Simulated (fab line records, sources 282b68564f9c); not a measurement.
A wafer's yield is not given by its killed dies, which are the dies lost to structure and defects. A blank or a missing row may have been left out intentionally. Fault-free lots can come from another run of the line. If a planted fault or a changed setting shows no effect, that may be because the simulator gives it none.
fab line records	flow ritCmos
record lots=15	wafers=45	lastDay=7
route steps=202 shown REOX@102 PSD@148 CONTACT@180 M1@194
lots with no fault: from the same line, run without faults
startH: the number of hours between the record's first day and the start of the first shown wafer of the lot	waitH: hours from the lot's prior step to this one	" repeats the value in the row above	L1.1+2: one row covering several wafers at once	- either no value or no given start	* or withheld: withheld	< > ~ a bound
route shown NAME@n: NAME is a module with steps in the file, n the number in the route of the first one	usual: mean and standard deviation over wafers with no fault	same: alike in all rows	chamber/n: place in a boat	sites: the reading at each site	_std_site: standard deviation across them	_edge_site: mean of outer sites minus mean of inner sites	radiusMm: how far each site lies from the wafer's centre	mask NAME#n: copy n	behind: tool/chamber where the wafer was last shaped	hold: the reason the lot was held/the length of the hold in hours/how it ended	device: whichever transistor did not switch (one of n, p or np)	end of line: the route-end tests of the same wafers	a step with no rows: only its recipe	killed: count of dies lost to structure and defects at first sort (not the wafer's yield)	map: shows each die of a wafer: x if killed, . if not, _ if none is there
set.NAME: the run value of the setting; set.NAME@STEP: its run value at that earlier step	model.NAME: the simulator's own value behind a step, which no gauge read
route steps across a sampled set of lots; one table per step, one row per wafer
services: a tool's chamber out of use, with start hour (startH, from the record's first day; less than 0 if before it), hours out, and reason
## steps
# step RIT_REOX_THK_MEAS_04
# recipe reads=SiO2_of_REOX_OXIDATION_03
# usual REOX_OXIDE_THK=25.2/0.57
lot.wafer	tool	chamber	startH	waitH	REOX_OXIDE_THK[nm]
L249.1	filmMetro-03	-	44.62	0.0	25.7
L249.2	"	-	"	"	25.7
L249.4	"	-	"	"	25.8
L250.1	filmMetro-02	-	51.64	0.0	25.5
L250.2	"	-	"	"	25.7
L250.4	"	-	"	"	25.4
L251.1	filmMetro-04	-	56.90	0.0	26.5
L251.3	"	-	"	"	26.2
L251.5	"	-	"	"	26.6
L252.1	filmMetro-04	-	62.09	0.0	25.3
L252.3	"	-	"	"	24.8
L252.6	"	-	"	"	24.9
L253.3	filmMetro-03	-	65.88	0.0	24.9
L253.4	"	-	"	"	24.9
L253.6	"	-	"	"	25.2
L256.1	filmMetro-03	-	80.93	0.0	24.9
L256.2	"	-	"	"	25.6
L256.4	"	-	"	"	25.3
L258.1	filmMetro-03	-	91.02	0.0	25.0
L258.3	"	-	"	"	25.0
L258.4	"	-	"	"	24.7
L260.1	filmMetro-04	-	100.50	0.0	25.6
L260.5	"	-	"	"	25.6
L260.6	"	-	"	"	25.6
L262.3	filmMetro-02	-	112.05	0.0	24.8
L262.4	"	-	"	"	24.7
L262.6	"	-	"	"	24.9
L263.3	filmMetro-04	-	117.41	0.0	25.0
L263.4	"	-	"	"	25.2
L263.5	"	-	"	"	24.9
L264.1	filmMetro-02	-	122.49	0.0	25.5
L264.2	"	-	"	"	25.3
L264.5	"	-	"	"	25.4
L267.1	filmMetro-03	-	137.23	0.0	25.3
L267.3	"	-	"	"	25.1
L267.6	"	-	"	"	25.5
L269.1	filmMetro-03	-	149.17	0.0	25.0
L269.4	"	-	"	"	25.1
L269.6	"	-	"	"	25.4
L270.2	filmMetro-03	-	156.07	0.0	24.7
L270.3	"	-	"	"	24.6
L270.5	"	-	"	"	24.1
L268.1	filmMetro-02	-	157.74	0.0	24.6
L268.3	"	-	"	"	25.0
L268.6	"	-	"	"	25.0
# step RIT_PSD_OVL_MEAS_06
# usual PSD_OVL=1.1/1.7
lot.wafer	tool	chamber	startH	waitH	PSD_OVL[nm]
L249.1	overlay-02	-	53.60	-	1.8
L249.2	"	-	"	"	1.9
L249.4	"	-	"	"	1.2
L250.1	overlay-01	-	59.72	-	1.0
L250.2	"	-	"	"	2.0
L250.4	"	-	"	"	2.8
L251.1	overlay-01	-	64.84	-	3.5
L251.3	"	-	"	"	1.4
L251.5	"	-	"	"	1.9
L252.1	overlay-02	-	71.20	-	-1.0
L252.3	"	-	"	"	1.3
L252.6	"	-	"	"	0.5
L253.3	overlay-01	-	74.03	-	2.1
L253.4	"	-	"	"	5.1
L253.6	"	-	"	"	1.4
L256.1	overlay-02	-	88.89	-	1.7
L256.2	"	-	"	"	1.2
L256.4	"	-	"	"	-0.9
L258.1	overlay-02	-	99.23	-	1.8
L258.3	"	-	"	"	1.3
L258.4	"	-	"	"	1.6
L260.1	overlay-01	-	108.61	-	0.4
L260.5	"	-	"	"	0.3
L260.6	"	-	"	"	-1.5
L262.3	overlay-02	-	120.40	-	-1.6
L262.4	"	-	"	"	0.2
L262.6	"	-	"	"	1.6
L263.3	overlay-02	-	126.61	-	-2.7
L263.4	"	-	"	"	-2.3
L263.5	"	-	"	"	-2.1
L264.1	overlay-02	-	130.59	-	1.5
L264.2	"	-	"	"	0.8
L264.5	"	-	"	"	1.8
L267.1	overlay-01	-	145.02	-	-0.3
L267.3	"	-	"	"	0.9
L267.6	"	-	"	"	-0.6
L269.1	overlay-02	-	157.39	-	1.7
L269.4	"	-	"	"	1.8
L269.6	"	-	"	"	-1.3
L270.2	overlay-01	-	164.68	-	2.3
L270.3	"	-	"	"	3.0
L270.5	"	-	"	"	1.5
L268.1	overlay-02	-	167.82	-	1.6
L268.3	"	-	"	"	4.8
L268.6	"	-	"	"	2.6
# step RIT_CONTACT_STRIP_12
# recipe chemistry=O2	timeS=180	resist=NOVOLAK	platenTempC=withheld	powerW=500	pressureMtorr=4000	o2FlowSccm=4000
# usual drypumpMotorCurrentA=5.93/0.27	rfReflPowerW=6.3/1.2	runLengthS=208.25/0.28
lot.wafer	tool	chamber	startH	waitH	drypumpMotorCurrentA	rfHoursCounterH	rfReflPowerW	runLengthS
L249.1	plasmaAsher-02	0	57.81	0.1	5.39	42	6.5	208.14
L249.2	"	1	"	"	6.14	42	6.9	208.14
L249.4	"	1	"	"	6.10	-	6.5	208.26
L250.1	plasmaAsher-02	1	63.72	0.1	6.17	43	6.2	208.33
L250.2	"	0	"	"	5.41	43	7.0	208.01
L250.4	"	0	"	"	5.42	-	6.9	207.94
L251.1	plasmaAsher-02	1	68.63	0.1	6.17	43	6.5	208.42
L251.3	"	1	"	"	6.14	-	6.5	208.12
L251.5	"	0	"	"	5.45	-	6.8	208.06
L252.1	plasmaAsher-03	0	75.14	0.1	6.17	43	5.7	208.13
L252.3	"	1	"	"	5.97	-	4.8	207.89
L252.6	"	0	"	"	6.15	-	6.1	208.20
L253.3	plasmaAsher-02	1	78.13	0.2	6.11	-	6.7	208.61
L253.4	"	0	"	"	5.43	-	6.7	208.02
L253.6	"	1	"	"	6.15	-	6.6	208.30
L256.1	plasmaAsher-02	0	92.61	0.1	5.41	46	6.8	208.10
L256.2	"	1	"	"	6.18	46	6.7	208.23
L256.4	"	0	"	"	5.41	-	6.8	207.83
L258.1	plasmaAsher-03	0	102.80	0.1	6.14	46	6.0	208.76
L258.3	"	0	"	"	6.14	-	5.8	208.04
L258.4	"	1	"	"	5.99	-	4.7	207.96
L260.1	plasmaAsher-03	0	112.23	0.1	6.14	47	5.9	208.17
L260.5	"	0	"	"	6.16	-	5.9	208.69
L260.6	"	1	"	"	5.98	-	4.7	207.90
L262.3	plasmaAsher-03	0	124.03	0.2	6.17	-	5.9	208.68
L262.4	"	1	"	"	6.00	-	4.7	208.75
L262.6	"	1	"	"	5.99	-	4.9	207.81
L263.3	plasmaAsher-03	0	130.23	0.2	6.14	-	5.8	208.03
L263.4	"	1	"	"	6.01	-	4.5	208.16
L263.5	"	1	"	"	6.00	-	4.8	208.13
L264.1	plasmaAsher-03	1	134.18	0.1	6.00	50	4.6	291.56
L264.2	"	0	"	"	6.12	50	5.8	291.74
L264.5	"	1	"	"	5.96	-	4.7	291.44
L267.1	plasmaAsher-03	0	148.59	0.1	6.13	51	5.8	291.81
L267.3	"	0	"	"	6.17	-	6.0	291.85
L267.6	"	0	"	"	6.16	-	6.1	291.96
L269.1	plasmaAsher-01	1	161.10	0.1	5.91	54	9.4	208.97
L269.4	"	0	"	"	5.82	-	7.3	208.01
L269.6	"	1	"	"	5.90	-	9.6	208.38
L270.2	plasmaAsher-02	0	168.39	0.1	5.42	5	6.9	208.46
L270.3	"	0	"	"	5.44	-	6.9	207.89
L270.5	"	1	"	"	6.12	-	6.8	208.51
L268.1	plasmaAsher-03	1	171.42	0.1	5.99	52	4.8	291.44
L268.3	"	1	"	"	5.98	-	4.8	291.72
L268.6	"	1	"	"	6.00	-	4.6	291.82
# step RIT_M1_OVL_MEAS_10
# usual M1_OVL=-0.1/1.5
lot.wafer	tool	chamber	startH	waitH	M1_OVL[nm]
L249.1	overlay-02	-	60.10	0.1	0.3
L249.2	"	-	"	"	-0.8
L249.4	"	-	"	"	-1.3
L250.1	overlay-02	-	66.04	0.1	-3.4
L250.2	"	-	"	"	-2.6
L250.4	"	-	"	"	-0.6
L251.1	overlay-01	-	70.75	0.1	-0.3
L251.3	"	-	"	"	0.7
L251.5	"	-	"	"	-0.4
L252.1	overlay-01	-	77.36	0.1	-1.5
L252.3	"	-	"	"	0.8
L252.6	"	-	"	"	-3.3
L253.3	overlay-01	-	80.21	0.1	1.3
L253.4	"	-	"	"	2.7
L253.6	"	-	"	"	0.5
L256.1	overlay-01	-	94.86	0.1	0.8
L256.2	"	-	"	"	0.0
L256.4	"	-	"	"	2.1
L258.1	overlay-01	-	105.00	0.1	-1.7
L258.3	"	-	"	"	-0.7
L258.4	"	-	"	"	-0.8
L260.1	overlay-01	-	114.48	0.1	-2.5
L260.5	"	-	"	"	-1.4
L260.6	"	-	"	"	-2.9
L262.3	overlay-01	-	126.10	0.1	1.6
L262.4	"	-	"	"	1.1
L262.6	"	-	"	"	0.3
L263.3	overlay-02	-	132.44	0.1	2.2
L263.4	"	-	"	"	-0.6
L263.5	"	-	"	"	0.1
L264.1	overlay-02	-	136.35	0.1	0.1
L264.2	"	-	"	"	0.0
L264.5	"	-	"	"	0.8
L267.1	overlay-01	-	150.71	0.1	0.9
L267.3	"	-	"	"	1.8
L267.6	"	-	"	"	0.5
L269.1	overlay-02	-	163.52	0.1	-0.3
L269.4	"	-	"	"	-0.8
L269.6	"	-	"	"	1.5
L270.2	overlay-01	-	170.97	0.1	2.5
L270.3	"	-	"	"	-0.1
L270.5	"	-	"	"	1.8
L268.1	overlay-02	-	173.56	0.1	0.8
L268.3	"	-	"	"	1.2
L268.6	"	-	"	"	-2.5
# step RIT_M1_PROBE_99
# usual killed_at_M0_to_M3=0.0/0.19	killedAtContacts=0.1/0.27	killedAtFrontEnd=6.4/2.9	killedDies=6.5/3	killedOpen=3.3/1.9	killedShort=3.2/1.7
# same grossDies=264	killed_at_M4_up=0	killedAtBackSide=0	killedAtOther=0
lot.wafer	tool	chamber	startH	waitH	killed_at_M0_to_M3	killedAtContacts	killedAtFrontEnd	killedDies	killedOpen	killedShort
L249.1	prober-01	-	63.60	0.1	0	0	4	4	4	0
L249.2	prober-01	-	63.65	0.1	0	0	11	11	5	6
L249.4	prober-01	-	63.75	0.2	0	0	7	7	5	2
L250.1	prober-02	-	68.58	0.1	0	0	3	3	0	3
L250.2	prober-02	-	68.63	0.1	0	0	10	10	7	3
L250.4	prober-02	-	68.73	0.2	0	0	9	9	4	5
L251.1	prober-01	-	73.49	0.1	0	0	8	8	6	2
L251.3	prober-01	-	73.59	0.2	0	1	3	4	4	0
L251.5	prober-01	-	73.69	0.2	0	0	3	3	1	2
L252.1	prober-02	-	80.38	0.1	0	0	7	7	3	4
L252.3	prober-02	-	80.48	0.2	0	0	4	4	1	3
L252.6	prober-02	-	80.63	0.2	0	0	7	7	3	4
L253.3	prober-01	-	83.54	0.2	0	1	5	6	3	3
L253.4	prober-01	-	83.59	0.2	0	0	4	4	2	2
L253.6	prober-01	-	83.69	0.2	0	0	2	2	0	2
L256.1	prober-02	-	98.67	0.1	0	0	5	5	3	2
L256.2	prober-02	-	98.72	0.1	0	0	4	4	1	3
L256.4	prober-02	-	98.82	0.2	0	0	8	8	3	5
L258.1	prober-02	-	108.58	0.1	0	0	1	1	1	0
L258.3	prober-02	-	108.68	0.2	0	0	7	7	4	3
L258.4	prober-02	-	108.73	0.2	0	0	6	6	3	3
L260.1	prober-02	-	118.84	0.1	0	0	10	10	6	4
L260.5	prober-02	-	119.04	0.2	0	1	10	11	6	5
L260.6	prober-02	-	119.09	0.2	0	0	12	12	6	6
L262.3	prober-02	-	128.74	0.2	0	0	5	5	3	2
L262.4	prober-02	-	128.79	0.2	0	0	10	10	5	5
L262.6	prober-02	-	128.89	0.2	0	0	1	1	1	0
L263.3	prober-01	-	135.97	0.2	0	0	7	7	4	3
L263.4	prober-01	-	136.02	0.2	0	0	5	5	2	3
L263.5	prober-01	-	136.07	0.2	0	0	3	3	1	2
L264.1	prober-02	-	141.31	0.1	0	0	2	2	0	2
L264.2	prober-02	-	141.36	0.1	0	0	10	10	5	5
L264.5	prober-02	-	141.51	0.2	0	0	2	2	1	1
L267.1	prober-01	-	153.63	0.1	0	0	7	7	3	4
L267.3	prober-01	-	153.73	0.2	0	0	6	6	3	3
L267.6	prober-01	-	153.88	0.2	0	0	10	10	6	4
L269.1	prober-01	-	166.37	0.1	2	0	9	11	5	5
L269.4	prober-01	-	166.52	0.2	0	0	6	6	3	3
L269.6	prober-01	-	166.62	0.2	0	0	9	9	5	4
L270.2	prober-02	-	174.86	0.1	0	0	8	8	6	2
L270.3	prober-02	-	174.91	0.2	0	0	11	11	5	6
L270.5	prober-02	-	175.01	0.2	0	0	7	7	4	3
L268.1	prober-02	-	176.11	0.1	0	0	7	7	2	5
L268.3	prober-02	-	176.21	0.2	0	0	6	6	1	5
L268.6	prober-02	-	176.36	0.2	0	0	9	9	6	3
# killed by level:class
L249.1 FOX2:geometricParticle:open=2 GATE:geometricParticle:open=1 REOX:geometricParticle:open=1
L249.2 GATE:geometricParticle:short=2 GATE:geometricParticle:open=2 REOX:geometricParticle:short=2 FOX1:geometricParticle:open=1 FOX2:geometricParticle:short=1 REOX:geometricParticle:open=1 SPACER:geometricParticle:open=1 SILICIDE:geometricParticle:short=1
L249.4 GATE:geometricParticle:open=3 REOX:geometricParticle:open=2 FOX1:geometricParticle:short=1 SILICIDE:geometricParticle:short=1
L250.1 GATE:geometricParticle:short=2 REOX:geometricParticle:short=1
L250.2 GATE:geometricParticle:open=3 REOX:geometricParticle:short=2 REOX:geometricParticle:open=2 FOX2:geometricParticle:open=1 GATE:geometricParticle:short=1 SILICIDE:geometricParticle:open=1
L250.4 GATE:geometricParticle:short=3 FOX2:geometricParticle:open=2 SILICIDE:geometricParticle:short=2 REOX:geometricParticle:open=1 SILICIDE:geometricParticle:open=1
L251.1 GATE:geometricParticle:open=4 FOX1:geometricParticle:open=2 ACTIVE:geometricParticle:short=1 REOX:geometricParticle:short=1
L251.3 GATE:geometricParticle:open=2 FOX1:geometricParticle:open=1 CONTACT:geometricParticle:open=1
L251.5 GATE:geometricParticle:short=1 GATE:geometricParticle:open=1 SILICIDE:geometricParticle:short=1
L252.1 REOX:geometricParticle:short=2 FOX1:geometricParticle:open=1 GATE:geometricParticle:short=1 REOX:geometricParticle:open=1 SPACER:geometricParticle:short=1 SILICIDE:geometricParticle:open=1
L252.3 GATE:geometricParticle:short=1 REOX:geometricParticle:open=1 SPACER:geometricParticle:short=1 SILICIDE:geometricParticle:short=1
L252.6 GATE:geometricParticle:open=3 FOX2:geometricParticle:short=1 GATE:geometricParticle:short=1 REOX:geometricParticle:short=1 SILICIDE:geometricParticle:short=1
L253.3 GATE:geometricParticle:open=2 GATE:geometricParticle:short=1 SILICIDE:geometricParticle:short=1 SILICIDE:geometricParticle:open=1 CONTACT:geometricParticle:short=1
L253.4 FOX1:geometricParticle:open=1 FOX2:geometricParticle:short=1 GATE:geometricParticle:open=1 REOX:geometricParticle:short=1
L253.6 FOX1:geometricParticle:short=1 GATE:geometricParticle:short=1
L256.1 GATE:geometricParticle:open=1 REOX:geometricParticle:short=1 REOX:geometricParticle:open=1 SILICIDE:geometricParticle:short=1 SILICIDE:geometricParticle:open=1
L256.2 SILICIDE:geometricParticle:short=2 REOX:geometricParticle:short=1 SPACER:geometricParticle:open=1
L256.4 GATE:geometricParticle:short=3 REOX:geometricParticle:open=2 REOX:geometricParticle:short=2 GATE:geometricParticle:open=1
L258.1 GATE:geometricParticle:open=1
L258.3 GATE:geometricParticle:open=2 GATE:geometricParticle:short=2 REOX:geometricParticle:open=1 REOX:geometricParticle:short=1 SILICIDE:geometricParticle:open=1
L258.4 FOX1:geometricParticle:open=1 GATE:geometricParticle:open=1 GATE:geometricParticle:short=1 REOX:geometricParticle:short=1 SPACER:geometricParticle:short=1 SILICIDE:geometricParticle:open=1
L260.1 FOX1:geometricParticle:short=2 GATE:geometricParticle:open=2 REOX:geometricParticle:open=2 FOX1:geometricParticle:open=1 GATE:geometricParticle:short=1 REOX:geometricParticle:short=1 SPACER:geometricParticle:open=1
L260.5 FOX1:geometricParticle:open=3 GATE:geometricParticle:short=3 GATE:geometricParticle:open=1 REOX:geometricParticle:open=1 REOX:geometricParticle:short=1 SPACER:geometricParticle:short=1 CONTACT:geometricParticle:open=1
L260.6 GATE:geometricParticle:short=2 GATE:geometricParticle:open=2 SILICIDE:geometricParticle:short=2 FOX1:geometricParticle:open=1 FOX1:geometricParticle:short=1 FOX2:geometricParticle:open=1 REOX:geometricParticle:short=1 SPACER:geometricParticle:open=1
L262.3 SILICIDE:geometricParticle:open=2 FOX2:geometricParticle:short=1 GATE:geometricParticle:open=1 REOX:geometricParticle:short=1
L262.4 FOX2:geometricParticle:open=3 FOX2:geometricParticle:short=3 SPACER:geometricParticle:open=2 FOX1:geometricParticle:short=1 SILICIDE:geometricParticle:short=1
L262.6 GATE:geometricParticle:open=1
L263.3 FOX1:geometricParticle:open=2 GATE:geometricParticle:open=2 FOX2:geometricParticle:short=1 GATE:geometricParticle:short=1 SPACER:geometricParticle:short=1
L263.4 GATE:geometricParticle:short=2 FOX1:geometricParticle:open=1 GATE:geometricParticle:open=1 SPACER:geometricParticle:short=1
L263.5 GATE:geometricParticle:short=1 REOX:geometricParticle:short=1 SPACER:geometricParticle:open=1
L264.1 GATE:geometricParticle:short=1 SPACER:geometricParticle:short=1
L264.2 GATE:geometricParticle:short=3 REOX:geometricParticle:short=2 FOX1:geometricParticle:open=1 FOX2:geometricParticle:open=1 REOX:geometricParticle:open=1 SPACER:geometricParticle:open=1 SILICIDE:geometricParticle:open=1
L264.5 GATE:geometricParticle:open=1 GATE:geometricParticle:short=1
L267.1 SPACER:geometricParticle:short=3 GATE:geometricParticle:open=2 FOX1:geometricParticle:short=1 SPACER:geometricParticle:open=1
L267.3 GATE:geometricParticle:open=3 GATE:geometricParticle:short=2 FOX2:geometricParticle:short=1
L267.6 GATE:geometricParticle:open=4 GATE:geometricParticle:short=2 FOX1:geometricParticle:short=1 FOX1:geometricParticle:open=1 FOX2:geometricParticle:short=1 SPACER:geometricParticle:open=1
L269.1 FOX2:geometricParticle:open=2 GATE:geometricParticle:short=2 FOX1:geometricParticle:open=1 FOX1:geometricParticle:short=1 FOX2:geometricParticle:short=1 GATE:geometricParticle:open=1 SPACER:geometricParticle:open=1 M1:geometricParticle:short=1
L269.4 GATE:geometricParticle:open=2 GATE:geometricParticle:short=1 REOX:geometricParticle:short=1 REOX:geometricParticle:open=1 SILICIDE:geometricParticle:short=1
L269.6 GATE:geometricParticle:open=2 GATE:geometricParticle:short=2 FOX2:geometricParticle:open=1 SPACER:geometricParticle:short=1 SPACER:geometricParticle:open=1 SILICIDE:geometricParticle:short=1 SILICIDE:geometricParticle:open=1
L270.2 GATE:geometricParticle:open=2 SILICIDE:geometricParticle:open=2 FOX1:geometricParticle:open=1 FOX2:geometricParticle:short=1 GATE:geometricParticle:short=1 SPACER:geometricParticle:open=1
L270.3 GATE:geometricParticle:open=3 SILICIDE:geometricParticle:short=3 GATE:geometricParticle:short=2 FOX1:geometricParticle:open=1 FOX2:geometricParticle:open=1 FOX2:geometricParticle:short=1
L270.5 FOX1:geometricParticle:open=1 FOX2:geometricParticle:short=1 GATE:geometricParticle:open=1 REOX:geometricParticle:short=1 SPACER:geometricParticle:open=1 SILICIDE:geometricParticle:open=1 SILICIDE:geometricParticle:short=1
L268.1 GATE:geometricParticle:short=2 REOX:geometricParticle:short=2 FOX1:geometricParticle:open=1 SPACER:geometricParticle:short=1 SILICIDE:geometricParticle:open=1
L268.3 GATE:geometricParticle:short=3 SPACER:geometricParticle:short=2 FOX2:geometricParticle:open=1
L268.6 GATE:geometricParticle:open=2 REOX:geometricParticle:open=2 SPACER:geometricParticle:open=2 FOX1:geometricParticle:short=1 GATE:geometricParticle:short=1 SPACER:geometricParticle:short=1
## services
tool	chamber	startH	hours	kind
plasmaAsher-02	-	108.75	9.0	pm
plasmaAsher-02	0	108.75	9.0	ventCycle
plasmaAsher-02	1	108.75	9.0	ventCycle
plasmaAsher-02	0	117.75	-	clean
plasmaAsher-02	1	117.75	-	clean
plasmaAsher-01	-	144.01	10.0	pm
## key
firstSign step=RIT_CONTACT_STRIP_12	reading=runLengthS	direction=up	sigmas=99+	usual=*	struck=*
effect none on later readings
metAt RIT_CONTACT_STRIP_12
struckLots L264,L267,L268
testerLeftOut L264,L267,L268
notActingAt RIT_REOX_THK_MEAS_04,RIT_PSD_OVL_MEAS_06,RIT_M1_OVL_MEAS_10
onsetBetween 130.23 134.18
earlierFault kind=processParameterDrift	tool=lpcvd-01	chamber=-	onsetH=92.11	steps=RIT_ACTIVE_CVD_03	channel=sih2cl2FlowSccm	offset=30	shape=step	endH=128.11	actsIn=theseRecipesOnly	stated=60
earlierFault kind=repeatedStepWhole	tool=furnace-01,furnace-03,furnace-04	chamber=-	onsetH=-	steps=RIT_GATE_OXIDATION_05	times=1	scope=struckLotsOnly
fault kind=processParameterDrift	tool=plasmaAsher-03	chamber=-	onsetH=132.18	steps=RIT_CONTACT_STRIP_12	channel=timeS	offset=*	shape=step	actsIn=*	stated=*
# testerLeftOut: of these lots the tester's yield and bins aren't shown, on N5 and GAA mostly nor the transistor test; their killed dies are dies lost to structure and defects alone, not to doping, threshold or leakage, so they don't give the yield
